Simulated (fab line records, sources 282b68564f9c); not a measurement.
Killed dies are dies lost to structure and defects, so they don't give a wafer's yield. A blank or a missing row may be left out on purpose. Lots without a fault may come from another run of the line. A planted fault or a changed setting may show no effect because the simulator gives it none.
fab line records | flow rit_cmos
record lots=14 wafers=42 last_day=7
route steps=202 shown ACTIVE@3 PRETRO@73 CONTACT@172 M1@202
lots that met no fault: from a run of the same line without faults
start_h: hours from the record's first day to the start of the lot's first wafer shown | wait_h: hours since the lot's step before | " the same as in the row above | L1.1+2: a row that stands for several wafers | - no value, or no start given | * or withheld: withheld | < > ~ a bound
route shown NAME@n: a module of which the file shows steps, and the number in the route of the first | usual: mean/standard deviation of fault-free wafers | same: alike in all rows | chamber/n: place in a boat | sites: the reading at each site | _std_site: their standard deviation | _edge_site: outer sites' mean less inner sites' | radius_mm: how far each site lies from the wafer's centre | mask NAME#n: copy n | behind: the tool/chamber that last shaped the wafer | hold: why the lot was held/for how many hours/how that ended | device: the transistor (n, p or np) that didn't switch | end of line: the same wafers' tests at the end of the route | a step without rows: its recipe alone | killed: dies lost to structure and defects at the first sort, not the wafer's yield | map: a wafer's dies, x killed, . not, _ none there
set.NAME: the setting as run; set.NAME@STEP: as run at that earlier step | model.NAME: the simulator's own value behind a step, which no gauge read
steps of the route over a sample of lots; a table a step, a row a wafer
services: from which hour (start_h, from the record's first day; less than 0 if before it) a tool's chamber was out of use, for how many hours, and why
## steps
# step RIT_ACTIVE_THK_MEAS_02
# recipe reads=SiO2_of_ACTIVE_OXIDATION_01
# usual ACTIVE_OXIDE_THK=49.6/1.2
# columns lot.wafer tool chamber start_h wait_h ACTIVE_OXIDE_THK[nm]
L216.1 film_metro-02 - 14.86 0.0 48.8
L216.3 " - " " 48.7
L216.5 " - " " 49.7
L217.3 film_metro-02 - 17.31 0.0 50.9
L217.4 " - " " 50.9
L217.5 " - " " 50.9
L218.2 film_metro-04 - 22.11 0.0 48.5
L218.4 " - " " 49.9
L218.6 " - " " 48.8
L219.3 film_metro-04 - 27.28 0.0 47.4
L219.4 " - " " 47.7
L219.6 " - " " 49.0
L220.1 film_metro-03 - 33.34 0.0 51.2
L220.2 " - " " 52.0
L220.6 " - " " 51.0
L221.3 film_metro-04 - 37.07 0.0 48.1
L221.4 " - " " 48.4
L221.6 " - " " 48.2
L223.2 film_metro-04 - 48.14 0.0 48.7
L223.4 " - " " 49.7
L223.6 " - " " 49.2
L224.3 film_metro-02 - 52.79 0.0 48.7
L224.4 " - " " 49.9
L224.5 " - " " 49.3
L225.1 film_metro-04 - 57.76 0.0 50.9
L225.4 " - " " 51.1
L225.6 " - " " 50.4
L226.1 film_metro-02 - 63.25 0.0 47.3
L226.5 " - " " 47.9
L226.6 " - " " 47.2
L228.1 film_metro-04 - 72.25 0.0 51.6
L228.2 " - " " 49.5
L228.3 " - " " 49.9
L235.1 film_metro-03 - 113.31 0.0 48.6
L235.2 " - " " 48.6
L235.4 " - " " 48.9
L236.4 film_metro-04 - 113.34 0.0 48.4
L236.5 " - " " 49.0
L236.6 " - " " 48.6
L239.3 film_metro-02 - 127.97 0.0 51.5
L239.4 " - " " 51.5
L239.5 " - " " 51.2
# step RIT_ACTIVE_THK_MEAS_04
# recipe reads=Si3N4_of_ACTIVE_CVD_03
# usual ACTIVE_NITRIDE_THK=149.9/1.5
# columns lot.wafer tool chamber start_h wait_h ACTIVE_NITRIDE_THK[nm]
L216.1 film_metro-02 - 16.35 0.0 150.4
L216.3 " - " " 150.8
L216.5 " - " " 149.4
L217.3 film_metro-03 - 18.78 0.0 152.2
L217.4 " - " " 152.1
L217.5 " - " " 151.6
L218.2 film_metro-03 - 23.58 0.0 152.3
L218.4 " - " " 153.3
L218.6 " - " " 152.6
L219.3 film_metro-04 - 28.75 0.0 149.4
L219.4 " - " " 149.4
L219.6 " - " " 151.2
L220.1 film_metro-02 - 34.81 0.0 149.3
L220.2 " - " " 148.7
L220.6 " - " " 148.3
L221.3 film_metro-03 - 39.26 0.0 148.7
L221.4 " - " " 148.3
L221.6 " - " " 148.8
L223.2 film_metro-04 - 49.62 0.0 150.6
L223.4 " - " " 150.2
L223.6 " - " " 149.1
L224.3 film_metro-02 - 54.27 0.0 150.9
L224.4 " - " " 151.3
L224.5 " - " " 150.9
L225.1 film_metro-04 - 59.33 0.0 149.3
L225.4 " - " " 148.5
L225.6 " - " " 148.9
L226.1 film_metro-04 - 64.73 0.0 149.9
L226.5 " - " " 149.6
L226.6 " - " " 148.7
L228.1 film_metro-04 - 73.73 0.0 150.5
L228.2 " - " " 150.2
L228.3 " - " " 149.4
L235.1 film_metro-02 - 114.78 0.0 150.4
L235.2 " - " " 151.5
L235.4 " - " " 150.6
L236.4 film_metro-03 - 114.81 0.0 148.4
L236.5 " - " " 149.1
L236.6 " - " " 149.2
L239.3 film_metro-04 - 129.45 0.0 148.6
L239.4 " - " " 147.4
L239.5 " - " " 148.0
# step RIT_PRETRO_STRIP_09
# recipe chemistry=O2 time_s=180 resist=NOVOLAK platen_temp_c=withheld power_w=500 pressure_mtorr=4000 o2_flow_sccm=4000
# usual drypump_motor_current_A=5.9/0.37 o2_flow_sccm=3999/12 rf_refl_power_W=7.8/0.74
# same time_s=180
# columns lot.wafer tool chamber start_h wait_h drypump_motor_current_A o2_flow_sccm rf_hours_counter_h rf_refl_power_W
L216.1 plasma_asher-03 0 34.77 0.1 5.9 4000 39 9.1
L216.3 " 0 " " 5.9 3984 - 9.1
L216.5 " 0 " " 5.9 3990 - 8.6
L217.3 plasma_asher-01 0 36.76 0.1 5.7 4008 - 8.0
L217.4 " 1 " " 5.7 3981 - 8.1
L217.5 " 0 " " 5.7 3999 - 7.8
L218.2 plasma_asher-03 0 42.46 0.1 5.9 4002 40 8.7
L218.4 " 1 " " 5.7 3984 - 6.6
L218.6 " 1 " " 5.6 4003 - 6.8
L219.3 plasma_asher-03 1 47.97 0.1 5.6 4019 - 6.4
L219.4 " 0 " " 5.9 3992 - 8.8
L219.6 " 1 " " 5.6 4003 - 6.6
L220.1 plasma_asher-03 0 54.20 0.1 5.9 4007 41 9.0
L220.2 " 1 " " 5.7 3994 41 6.5
L220.6 " 1 " " 5.6 3999 - 6.4
L221.3 plasma_asher-01 0 60.45 0.1 5.7 4040 - 7.8
L221.4 " 1 " " 5.7 3993 - 8.4
L221.6 " 0 " " 5.7 4019 - 7.9
L223.2 plasma_asher-03 1 68.18 0.1 5.6 3993 42 6.6
L223.4 " 0 " " 5.9 3992 - 9.1
L223.6 " 1 " " 5.6 3987 - 6.8
L224.3 plasma_asher-03 0 73.45 0.1 5.9 3990 - 8.6
L224.4 " 1 " " 5.6 4004 - 6.7
L224.5 " 0 " " 5.9 3986 - 8.9
L225.1 plasma_asher-01 1 81.47 0.1 5.6 4034 43 8.2
L225.4 " 0 " " 5.7 4002 - 7.9
L225.6 " 0 " " 5.7 3990 - 7.7
L226.1 plasma_asher-01 1 86.97 0.1 5.7 3974 43 8.4
L226.5 " 1 " " 5.7 3987 - 8.1
L226.6 " 0 " " 5.7 3996 - 7.8
L228.1 plasma_asher-01 1 93.10 0.1 5.7 4000 44 8.3
L228.2 " 0 " " 5.7 4012 44 7.6
L228.3 " 1 " " 5.7 4009 - 7.9
L235.1 plasma_asher-02 0 136.03 0.1 5.5 4015 36 7.6
L235.2 " 1 " " 6.6 4016 36 7.0
L235.4 " 0 " " 5.5 4030 - 7.7
L236.4 plasma_asher-03 1 136.21 0.1 5.6 3994 - 6.6
L236.5 " 0 " " 5.9 3993 - 9.1
L236.6 " 1 " " 5.6 4000 - 6.6
L239.3 plasma_asher-02 0 149.58 0.1 5.5 3999 - 7.6
L239.4 " 1 " " 6.6 3993 - 6.9
L239.5 " 0 " " 5.5 3988 - 7.9
# step RIT_CONTACT_SOFTBAKE_04
# recipe resist=NOVOLAK temp_c=90 time_s=62.18
# usual heater_power_total_W=34.59/0.051 plate_sensor_t_centre_C=90.970/0.01 plate_sensor_t_edge_C=91.021/0.0093
# same time_s=62.18
# columns lot.wafer tool chamber start_h wait_h heater_power_total_W plate_sensor_t_centre_C plate_sensor_t_edge_C
L216.1 litho_track-03 0 53.92 0.1 34.54 90.971 91.026
L216.3 " 0 " " 34.60 90.972 91.000
L216.5 " 0 " " 34.55 90.979 91.032
L217.3 litho_track-04 0 56.47 0.1 34.61 90.961 91.002
L217.4 " 0 " " 34.58 90.962 91.014
L217.5 " 0 " " 34.61 90.979 91.021
L218.2 litho_track-04 0 64.04 0.1 34.60 90.966 91.028
L218.4 " 0 " " 34.63 90.998 91.025
L218.6 " 0 " " 34.64 90.977 91.006
L219.3 litho_track-04 0 70.61 0.1 34.52 90.962 91.024
L219.4 " 0 " " 34.56 90.986 91.007
L219.6 " 0 " " 34.52 90.972 91.013
L220.1 litho_track-03 0 73.59 0.1 34.52 90.981 91.032
L220.2 " 0 " " 34.65 90.952 91.014
L220.6 " 0 " " 34.51 90.969 91.032
L221.3 litho_track-04 0 83.20 0.1 34.63 90.988 91.009
L221.4 " 0 " " 34.58 90.974 91.020
L221.6 " 0 " " 34.55 90.960 91.017
L223.2 litho_track-02 0 88.82 0.1 34.53 90.969 91.017
L223.4 " 0 " " 34.56 90.970 91.027
L223.6 " 0 " " 34.62 90.966 91.018
L224.3 litho_track-03 0 96.06 0.1 34.66 90.972 91.019
L224.4 " 0 " " 34.65 90.962 91.021
L224.5 " 0 " " 34.64 90.960 91.027
L225.1 litho_track-04 0 102.06 0.1 34.47 90.974 91.025
L225.4 " 0 " " 34.57 90.954 91.007
L225.6 " 0 " " 34.45 90.951 91.024
L226.1 litho_track-04 0 106.97 0.1 34.66 90.955 91.009
L226.5 " 0 " " 34.60 90.964 91.035
L226.6 " 0 " " 34.59 90.946 91.019
L228.1 litho_track-04 0 116.46 0.1 34.56 90.962 91.027
L228.2 " 0 " " 34.62 90.974 91.019
L228.3 " 0 " " 34.57 90.969 91.003
L235.1 litho_track-04 0 154.94 0.1 34.58 90.984 91.005
L235.2 " 0 " " 34.67 90.965 91.029
L235.4 " 0 " " 34.57 90.954 91.008
L236.4 litho_track-02 0 156.68 0.1 34.62 90.960 91.033
L236.5 " 0 " " 34.60 90.972 91.036
L236.6 " 0 " " 34.62 90.981 91.019
L239.3 litho_track-04 0 171.54 0.1 34.58 90.980 91.011
L239.4 " 0 " " 34.59 90.963 91.020
L239.5 " 0 " " 34.59 90.965 91.019
# step RIT_M1_PROBE_99
# usual killed_at_contacts=0.0/0.16 killed_at_front_end=6.9/2.9 killed_dies=7.0/2.9 killed_on_rim=1.9/1.4 killed_open=3.4/2.1 killed_short=3.5/1.8
# same gross_dies=264 killed_at_M0_to_M3=0 killed_at_M4_up=0 killed_at_back_side=0 killed_at_other=0
# columns lot.wafer tool chamber start_h wait_h killed_at_contacts killed_at_front_end killed_dies killed_on_rim killed_open killed_short
L226.1 prober-01 - 112.92 0.1 0 9 9 3 5 4
L226.5 prober-01 - 113.12 0.2 0 3 3 1 2 1
L226.6 prober-01 - 113.17 0.2 0 40 40 12 3 3
L228.1 prober-01 - 122.53 0.1 0 4 4 2 2 2
L228.2 prober-01 - 122.58 0.1 0 37 37 13 3 5
L228.3 prober-01 - 122.63 0.2 0 7 7 1 4 3
L236.4 prober-01 - 162.93 0.2 0 8 8 3 2 6
L236.5 prober-01 - 162.98 0.2 0 12 12 4 9 3
L236.6 prober-01 - 163.03 0.2 0 7 7 1 5 2
# killed by level:class
L226.1 GATE:geometric_particle:open=4 GATE:geometric_particle:short=4 REOX:geometric_particle:open=1
L226.5 FOX1:geometric_particle:open=1 FOX2:geometric_particle:short=1 SILICIDE:geometric_particle:open=1
L226.6 PRETRO:unspecified=34 FOX2:geometric_particle:open=1 FOX2:geometric_particle:short=1 GATE:geometric_particle:short=1 GATE:geometric_particle:open=1 SPACER:geometric_particle:short=1 SILICIDE:geometric_particle:open=1
L228.1 FOX2:geometric_particle:open=1 GATE:geometric_particle:short=1 REOX:geometric_particle:open=1 SILICIDE:geometric_particle:short=1
L228.2 PRETRO:unspecified=29 FOX2:geometric_particle:short=3 GATE:geometric_particle:short=1 GATE:geometric_particle:open=1 SPACER:geometric_particle:open=1 SILICIDE:geometric_particle:short=1 SILICIDE:geometric_particle:open=1
L228.3 GATE:geometric_particle:short=3 GATE:geometric_particle:open=3 SPACER:geometric_particle:open=1
L236.4 FOX1:geometric_particle:short=2 FOX2:geometric_particle:short=1 REOX:geometric_particle:short=1 REOX:geometric_particle:open=1 SPACER:geometric_particle:short=1 SILICIDE:geometric_particle:open=1 SILICIDE:geometric_particle:short=1
L236.5 GATE:geometric_particle:open=3 FOX2:geometric_particle:open=2 SPACER:geometric_particle:open=2 SILICIDE:geometric_particle:short=2 FOX1:geometric_particle:open=1 FOX1:geometric_particle:short=1 SILICIDE:geometric_particle:open=1
L236.6 FOX1:geometric_particle:open=1 GATE:geometric_particle:short=1 GATE:geometric_particle:open=1 REOX:geometric_particle:open=1 REOX:geometric_particle:short=1 SPACER:geometric_particle:open=1 SILICIDE:geometric_particle:open=1
## services
# columns tool chamber start_h hours kind
plasma_asher-01 - 108.75 9.0 pm
plasma_asher-01 0 108.75 9.0 vent_cycle
plasma_asher-01 1 108.75 9.0 vent_cycle
plasma_asher-01 0 117.75 - clean
plasma_asher-01 1 117.75 - clean
plasma_asher-03 - 167.92 2.8 pm
## key
first_sign step=RIT_M1_PROBE_99 reading=killed_at_front_end direction=up sigmas=11 usual=6.9 struck=38.5
effect step=RIT_M1_PROBE_99 reading=killed_dies direction=up sigmas=11 usual=7.0 struck=38.5
met_at RIT_PRETRO_STRIP_09
struck_lots L226,L228
struck_wafers L226.6,L228.2
tester_left_out L226,L228
not_acting_at RIT_ACTIVE_THK_MEAS_02,RIT_ACTIVE_THK_MEAS_04,RIT_CONTACT_SOFTBAKE_04
onset_between 81.47 86.97
fault kind=chamber_particle_source tool=plasma_asher-01 chamber=0 onset_h=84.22 steps=RIT_PRETRO_STRIP_09 rate_per_visit_cm2=1.1672 end_h=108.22
# tester_left_out: of these lots the tester's yield and bins aren't shown, on N5 and GAA mostly nor the transistor test; their killed dies are dies lost to structure and defects alone, not to doping, threshold or leakage, so they don't give the yield
